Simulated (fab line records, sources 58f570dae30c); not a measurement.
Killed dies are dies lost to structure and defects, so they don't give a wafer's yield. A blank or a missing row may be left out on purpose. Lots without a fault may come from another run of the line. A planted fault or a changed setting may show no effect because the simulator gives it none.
fab line records | flow berkeley_cmos170
record lots=14 wafers=42 last_day=12
route steps=331 shown V2@294
lots that met no fault: from a run of the same line without faults
start_h: hours from the record's first day to the start of the lot's first wafer shown | wait_h: hours since the lot's step before | " the same as in the row above | L1.1+2: a row that stands for several wafers | - no value, or no start given | * or withheld: withheld | < > ~ a bound
route shown NAME@n: a module of which the file shows steps, and the number in the route of the first | usual: mean/standard deviation of fault-free wafers | same: alike in all rows | chamber/n: place in a boat | sites: the reading at each site | _std_site: their standard deviation | _edge_site: outer sites' mean less inner sites' | radius_mm: how far each site lies from the wafer's centre | mask NAME#n: copy n | behind: the tool/chamber that last shaped the wafer | hold: why the lot was held/for how many hours/how that ended | device: the transistor (n, p or np) that didn't switch | end of line: the same wafers' tests at the end of the route | a step without rows: its recipe alone | killed: dies lost to structure and defects at the first sort, not the wafer's yield | map: a wafer's dies, x killed, . not, _ none there
set.NAME: the setting as run; set.NAME@STEP: as run at that earlier step | model.NAME: the simulator's own value behind a step, which no gauge read
steps of the route over a sample of lots; a table a step, a row a wafer
services: from which hour (start_h, from the record's first day; less than 0 if before it) a tool's chamber was out of use, for how many hours, and why
## steps
# step UCB170_V2_CMP_02
# recipe material=SiO2 down_force_psi=6 platen_rpm=60 pad_velocity_m_s=0.75398
# usual motor_current_A=16.7/1.1
# columns lot.wafer tool chamber start_h wait_h motor_current_A
L239.4 cmp-01 2 156.48 0.1 16.5
L239.5 " 0 " " 18.3
L239.6 " 1 " " 16.3
L238.4 cmp-02 3 156.61 0.0 15.9
L238.1 " 1 " " 14.2
L238.5 " 3 " " 15.3
L240.3 cmp-01 1 160.84 0.0 17.8
L240.4 " 2 " " 15.5
L240.1 " 3 " " 17.7
L241.1 cmp-01 0 169.40 0.1 18.2
L241.2 " 1 " " 16.9
L241.5 " 0 " " 18.2
L242.1 cmp-01 3 182.56 0.1 18.4
L242.4 " 1 " " 17.7
L242.3 " 2 " " 15.8
L243.3 cmp-02 0 182.89 0.1 16.5
L243.2 " 1 " " 14.5
L243.5 " 0 " " 16.4
L245.4 cmp-01 0 190.90 0.0 16.8
L245.3 " 2 " " 16.1
L245.2 " 3 " " 18.7
L247.2 cmp-02 3 219.24 0.0 16.5
L247.4 " 1 " " 14.9
L247.5 " 3 " " 16.1
L249.4 cmp-02 1 219.59 0.1 15.4
L249.3 " 2 " " 17.4
L249.6 " 0 " " 15.6
L251.2 cmp-02 2 222.94 0.1 17.2
L251.5 " 2 " " 17.3
L251.6 " 3 " " 16.7
L250.2 cmp-01 0 223.24 0.3 18.1
L250.6 " 0 " " 17.2
L250.5 " 1 " " 17.0
L255.1 cmp-01 1 238.78 0.1 17.1
L255.5 " 0 " " 16.4
L255.6 " 1 " " 17.4
L258.2 cmp-01 2 261.38 0.0 15.9
L258.4 " 0 " " 17.5
L258.6 " 2 " " 16.4
L261.3 cmp-01 2 270.37 0.0 15.4
L261.2 " 3 " " 17.5
L261.6 " 2 " " 16.0
# step UCB170_V2_THK_MEAS_04
# recipe reads=SiO2_of_V2_CVD_00
# usual V2_POLISHED_THK=999.9/1.2
# columns lot.wafer tool chamber start_h wait_h V2_POLISHED_THK[nm]
L239.4 film_metro-04 - 156.83 0.1 999.4
L239.5 " - " " 999.1
L239.6 " - " " 998.2
L238.1 film_metro-02 - 157.03 0.1 999.8
L238.4 " - " " 1001.5
L238.5 " - " " 1000.0
L240.1 film_metro-02 - 161.26 0.1 1000.6
L240.3 " - " " 999.4
L240.4 " - " " 999.1
L241.1 film_metro-03 - 169.82 0.1 998.4
L241.2 " - " " 999.8
L241.5 " - " " 1000.5
L242.1 film_metro-02 - 182.98 0.1 1000.0
L242.3 " - " " 999.1
L242.4 " - " " 999.4
L243.2 film_metro-03 - 183.27 0.1 999.7
L243.3 " - " " 999.3
L243.5 " - " " 999.6
L245.2 film_metro-02 - 191.34 0.1 998.3
L245.3 " - " " 999.3
L245.4 " - " " 997.6
L247.2 film_metro-04 - 219.67 0.1 1346.7
L247.4 " - " " 1361.8
L247.5 " - " " 1361.5
L249.3 film_metro-04 - 219.98 0.1 1326.0
L249.4 " - " " 1346.7
L249.6 " - " " 1333.9
L251.2 film_metro-04 - 223.37 0.1 1352.5
L251.5 " - " " 1357.0
L251.6 " - " " 1359.7
L250.2 film_metro-03 - 223.67 0.1 1001.8
L250.5 " - " " 1000.0
L250.6 " - " " 1001.0
L255.1 film_metro-02 - 239.15 0.1 1002.0
L255.5 " - " " 1000.6
L255.6 " - " " 1000.7
L258.2 film_metro-03 - 261.81 0.1 1001.1
L258.4 " - " " 1000.9
L258.6 " - " " 1001.1
L261.2 film_metro-03 - 270.80 0.1 1002.3
L261.3 " - " " 1000.4
L261.6 " - " " 999.4
# step UCB170_V2_ETCH_14
# recipe chemistry=CHF3/CF4/Ar target=SiO2 stop_on=Al CHF3_flow_sccm=45 cf4_flow_sccm=15 Ar_flow_sccm=150 pressure_mtorr=200 rf_w=700 target_depth_a=12500 over_etch_frac=0.25 time_s=291
# usual drypump_motor_current_A=5.6/0.39 mfc_ar_sccm=149.9/0.42 oes_product_au=0.872/0.013 throttle_valve_pct=6.97/0.097
# columns lot.wafer tool chamber start_h wait_h drypump_motor_current_A mfc_ar_sccm oes_product_au rf_hours_counter_h throttle_valve_pct
L239.4 rie_diel-03 2 159.85 0.0 5.6 149.2 0.859 129 7.07
L239.5 " 0 " " 5.5 150.5 0.876 - 6.80
L239.6 " 1 " " 5.7 150.0 0.886 - 6.91
L238.1 rie_diel-02 2 159.91 0.0 5.1 150.2 0.876 77 6.92
L238.4 " 0 " " 6.0 149.9 0.869 4 6.91
L238.5 " 0 " " 6.0 150.3 0.870 - 6.90
L240.1 rie_diel-03 3 162.62 0.0 4.7 149.9 0.850 20 7.18
L240.3 " 0 " " 5.5 150.2 0.867 51 6.81
L240.4 " 1 " " 5.7 150.2 0.881 9 6.91
L241.1 rie_diel-04 2 171.05 0.0 6.1 150.2 0.868 15 6.94
L241.2 " 0 " " 6.0 150.2 0.885 9 7.07
L241.5 " 3 " " 5.8 149.7 0.874 - 7.00
L242.1 rie_diel-04 0 184.22 0.0 6.0 149.9 0.885 9 7.05
L242.3 " 3 " " 5.7 150.0 0.878 148 7.01
L242.4 " 1 " " 5.7 150.5 0.858 129 7.04
L243.2 rie_diel-02 1 184.63 0.0 5.5 150.0 0.888 6 7.00
L243.3 " 2 " " 5.1 149.6 0.876 78 6.92
L243.5 " 1 " " 5.4 149.9 0.894 - 6.99
L245.2 rie_diel-03 3 194.82 0.0 4.7 149.5 0.845 22 7.18
L245.3 " 2 " " 5.6 150.0 0.864 131 7.08
L245.4 " 0 " " 5.4 150.4 0.874 52 6.79
L247.2 rie_diel-04 0 221.02 0.0 6.0 150.2 1.011 11 7.06
L247.4 " 2 " " 6.1 149.9 0.986 18 6.95
L247.5 " 3 " " 5.7 149.8 1.023 - 7.01
L249.3 rie_diel-04 3 221.50 0.0 5.8 150.3 1.012 1 7.05
L249.4 " 2 " " 6.1 151.0 0.985 18 6.95
L249.6 " 3 " " 5.7 149.9 1.022 - 7.03
L251.2 rie_diel-02 3 225.28 0.0 5.1 150.2 0.989 141 6.86
L251.5 " 2 " " 5.1 149.6 1.010 - 6.93
L251.6 " 3 " " 5.1 150.1 0.983 - 6.85
L250.2 rie_diel-02 2 226.12 0.0 5.1 150.2 0.880 80 6.92
L250.5 " 0 " " 6.0 149.9 0.869 - 6.92
L250.6 " 1 " " 5.4 149.5 0.889 - 6.97
L255.1 rie_diel-03 1 241.59 0.0 5.7 150.3 0.884 11 6.92
L255.5 " 1 " " 5.7 149.8 0.888 - 6.90
L255.6 " 0 " " 5.5 150.4 0.876 - 6.80
L258.2 rie_diel-04 2 266.77 0.0 6.2 150.1 0.865 21 6.94
L258.4 " 1 " " 5.7 149.6 0.852 134 7.04
L258.6 " 2 " " 6.1 150.6 0.868 - 6.94
L261.2 rie_diel-03 0 272.70 0.0 5.5 150.1 0.877 54 6.80
L261.3 " 3 " " 4.7 150.7 0.848 24 7.18
L261.6 " 1 " " 5.7 149.4 0.879 - 6.91
## services
# columns tool chamber start_h hours kind
rie_diel-02 - 145.61 0.7 repair
rie_diel-04 1 150.85 3.4 repair
cmp-01 - 166.30 0.6 repair
rie_diel-04 1 174.40 9.4 repair
rie_diel-04 3 192.97 - clean
rie_diel-04 3 192.97 19.9 scheduled_down
rie_diel-04 3 192.97 19.9 vent_cycle
cmp-01 - 200.80 0.3 repair
cmp-02 - 206.55 6.9 repair
rie_diel-03 - 213.15 28.1 pm
cmp-02 - 225.29 3.2 repair
cmp-01 - 230.65 0.2 repair
cmp-01 - 232.00 4.0 pm
cmp-02 - 232.51 1.1 repair
cmp-01 - 236.00 - consumable_replace:conditioner
cmp-01 - 236.00 - consumable_replace:pad
rie_diel-02 3 237.48 - clean
rie_diel-02 3 237.48 24.9 scheduled_down
rie_diel-02 3 237.48 24.9 vent_cycle
rie_diel-04 2 239.53 2.3 repair
cmp-01 - 241.48 8.5 pm
## key
first_sign step=UCB170_V2_THK_MEAS_04 reading=V2_POLISHED_THK direction=up sigmas=99+ usual=999.9 struck=1349.5
effect step=UCB170_V2_ETCH_14 reading=oes_product_au direction=up sigmas=10 usual=0.872 struck=1.002
met_at UCB170_V2_CMP_02
struck_lots L247,L249,L251
later_rows_left_out L247.2,L247.4,L247.5,L249.3,L249.4,L249.6,L251.2,L251.5,L251.6
sort_left_out L247.2,L247.4,L247.5,L249.3,L249.4,L249.6,L251.2,L251.5,L251.6
onset_between 182.89 219.24
fault kind=process_parameter_drift tool=cmp-02 chamber=- onset_h=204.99 steps=UCB170_V2_CMP_02 channel=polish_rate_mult offset=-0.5 shape=step end_h=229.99
# sort_left_out: the simulated sort isn't trusted on such a fault, so these wafers' sort isn't shown, and their yield isn't known
# later_rows_left_out: the simulator's readings of these wafers behind a module that went badly wrong aren't trusted and aren't shown, but for the sort
